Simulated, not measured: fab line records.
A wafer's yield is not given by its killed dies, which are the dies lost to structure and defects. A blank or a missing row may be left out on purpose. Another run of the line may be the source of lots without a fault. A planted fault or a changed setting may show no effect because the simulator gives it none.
Commonality check across tools ; flow rit_cmos ; 14 lots and 42 wafers in the sample

== WHY IT WAS OPENED ==
Of 14 lots, 2 have the reading PSD_RS flagged at RIT_SDANNEAL_RS_MEAS_04. No-fault wafers: 115.7 ohm/sq, standard deviation 0.34.
Rule: flag the lot when none of its wafers has a number, or when each of its wafers that has one lies beyond 4 standard deviations from that mean. As for the other lots, they are considered sound.

lot;measured;on;PSD_RS (ohm/sq), wafer by wafer;flag
L361;day 3 01:04;film_metro-02;115.8 115.6 116.1;
L362;day 3 07:11;film_metro-01;115.1 115.0 114.7;
L363;day 3 14:52;film_metro-02;116.0 115.8 115.6;
L364;day 3 18:52;film_metro-01;115.5 115.4 115.4;
L367;day 4 07:56;film_metro-03;115.5 115.5 115.7;
L368;day 4 11:35;film_metro-02;116.0 115.6 115.7;
L369;day 4 18:32;film_metro-02;115.6 115.5 115.8;
L370;day 4 23:49;film_metro-03;115.7 115.4 115.7;
L375;day 5 23:20;film_metro-03;115.9 115.9 116.5;
L377;day 6 09:47;film_metro-03;115.7 116.0 115.6;
L378;day 6 15:50;film_metro-02;143.7 144.3 143.9;FLAGGED
L380;day 7 02:01;film_metro-03;144.8 145.0 145.4;FLAGGED
L381;day 7 07:12;film_metro-01;115.9 115.8 115.6;
L383;day 7 21:05;film_metro-01;115.5 116.0 115.9;
Average over the flagged lots: 144.5 ohm/sq; offset from the usual +28.8 ohm/sq, equal to +85 standard deviations.

== EACH LOT AND THE TOOL IT RAN ON ==
The record holds 1 process step before the reading, out of a route of 202 steps. Cell contents, in order: the tool; ch with the chambers the sampled wafers went through; the start.
lot;flag;RIT_SDANNEAL_RTA_03
L361;;rtp_anneal-01 ch 0, day 3 01:01
L362;;rtp_anneal-02 ch 0, day 3 07:08
L363;;rtp_anneal-01 ch 0, day 3 14:47
L364;;rtp_anneal-02 ch 0, day 3 18:47
L367;;rtp_anneal-01 ch 0, day 4 07:52
L368;;rtp_anneal-02 ch 0, day 4 11:31
L369;;rtp_anneal-01 ch 0, day 4 18:29
L370;;rtp_anneal-02 ch 0, day 4 23:44
L375;;rtp_anneal-01 ch 0, day 5 23:17
L377;;rtp_anneal-01 ch 0, day 6 09:43
L378;FLAGGED;rtp_anneal-02 ch 0, day 6 15:46
L380;FLAGGED;rtp_anneal-02 ch 0, day 7 01:58
L381;;rtp_anneal-01 ch 0, day 7 07:08
L383;;rtp_anneal-01 ch 0, day 7 21:01
What is done by these steps:
- RIT_SDANNEAL_RTA_03: time 5 s.
- RIT_SDANNEAL_RS_MEAS_04: measures by four-point-probe.

== FLAGGED AGAINST TOTAL, ONE TOOL AT A TIME (gauges that did the reading follow at the end) ==
step;tool;lots run;flagged;share of the flagged lots;sound lots run after its first flagged lot
RIT_SDANNEAL_RTA_03;rtp_anneal-01;8;0;none;-
RIT_SDANNEAL_RTA_03;rtp_anneal-02;6;2;all;0
RIT_SDANNEAL_RS_MEAS_04;film_metro-01;4;0;none;-
RIT_SDANNEAL_RS_MEAS_04;film_metro-02;5;1;some;0
RIT_SDANNEAL_RS_MEAS_04;film_metro-03;5;1;some;0

== THE TABLE: WHAT IT ALLOWS ==
All flagged lots share 1 row of the table, namely rtp_anneal-02 at RIT_SDANNEAL_RTA_03.
- rtp_anneal-02 at RIT_SDANNEAL_RTA_03: 2 of its 6 lots flagged. A fault beginning between L370 (day 4 23:44), its last sound lot, and L378 (day 6 15:46), its first flagged one, fits the data. Its own readings lie more than 4 standard deviations out on every wafer of the flagged lots: wafer_temp_C_max.
Left over: one tool, rtp_anneal-02 at RIT_SDANNEAL_RTA_03.

== WHAT THE SIMULATOR HAD INSERTED ==
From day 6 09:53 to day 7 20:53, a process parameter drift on rtp_anneal-02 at RIT_SDANNEAL_RTA_03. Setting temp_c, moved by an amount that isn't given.
Shown lots that were struck: L378, L380. The rule above found the same.
